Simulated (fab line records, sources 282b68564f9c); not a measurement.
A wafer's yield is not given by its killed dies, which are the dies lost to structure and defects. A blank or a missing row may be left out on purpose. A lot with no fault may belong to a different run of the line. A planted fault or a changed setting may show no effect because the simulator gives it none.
What tool caused it? + flow rit-cmos + Sampling: 7 lots, 21 wafers, 2 of 202 route steps

## WHAT EACH GAUGE READ, for each wafer
RIT_NWELL_TW_MEAS_10.
| lot  | measured    | on            | NWELL_TW       |
|------|-------------|---------------|----------------|
| L111 | day 2 06:52 | film-metro-03 | 2163 2164 2155 |
| L113 | day 2 17:41 | film-metro-02 | 2157 2150 2151 |
| L116 | day 3 08:46 | film-metro-02 | 2160 2159 2148 |
| L118 | day 3 18:06 | film-metro-02 | 2265 2268 2249 |
| L122 | day 4 14:35 | film-metro-03 | 2245 2253 2239 |
| L126 | day 5 10:37 | film-metro-03 | 2140 2134 2140 |
| L130 | day 6 07:17 | film-metro-03 | 2153 2156 2149 |

## TOOL THAT RAN EACH LOT (tool first, then ch and the chambers of the sampled wafers, then the start)
| lot  | RIT_NWELL_IMPLANT_08           |
|------|--------------------------------|
| L111 | implanter-04 ch 0, day 2 06:34 |
| L113 | implanter-04 ch 0, day 2 17:25 |
| L116 | implanter-01 ch 0, day 3 08:26 |
| L118 | implanter-04 ch 0, day 3 17:47 |
| L122 | implanter-04 ch 0, day 4 14:15 |
| L126 | implanter-03 ch 0, day 5 10:18 |
| L130 | implanter-01 ch 0, day 6 06:58 |
- RIT_NWELL_IMPLANT_08

## THE ANSWER, worked out from the rows above alone
Rule: the usual values come from the lots themselves. Put in order of their means at a reading, lots are off if they are a third of the lots or fewer, leave a main group of 4 or more, and stand apart from it by a gap of 3 or more times the standard deviation of the main group's means; of several such gaps the widest counts. If all means in a main group match to the digits the tables above print for the reading, that group is not used. Also off: a lot with no number at a reading for which 4 or more lots have one. The other lots that the step has rows for count as sound.
Off: L118, L122, seen at RIT_NWELL_TW_MEAS_10 (NWELL_TW). Mean 2152 and standard deviation 7.6 in the main group.
A tool fits if, at a process step before that reading, it ran every lot that is off, and no sound lot after the first of them. The gauges at RIT_NWELL_TW_MEAS_10 are tried like those tools. One fits: implanter-04 at RIT_NWELL_IMPLANT_08. Its last sound lot is L113 (day 2 17:25), its first lot that is off L118 (day 3 17:47): a fault that began between those two fits.

## WHAT THE SIMULATOR HAD PUT IN
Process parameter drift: implanter-04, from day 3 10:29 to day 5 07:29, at RIT_NWELL_IMPLANT_08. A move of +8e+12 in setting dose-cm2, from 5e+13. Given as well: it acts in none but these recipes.
Lots struck among those shown: L118, L122. The rule above reached the same finding.
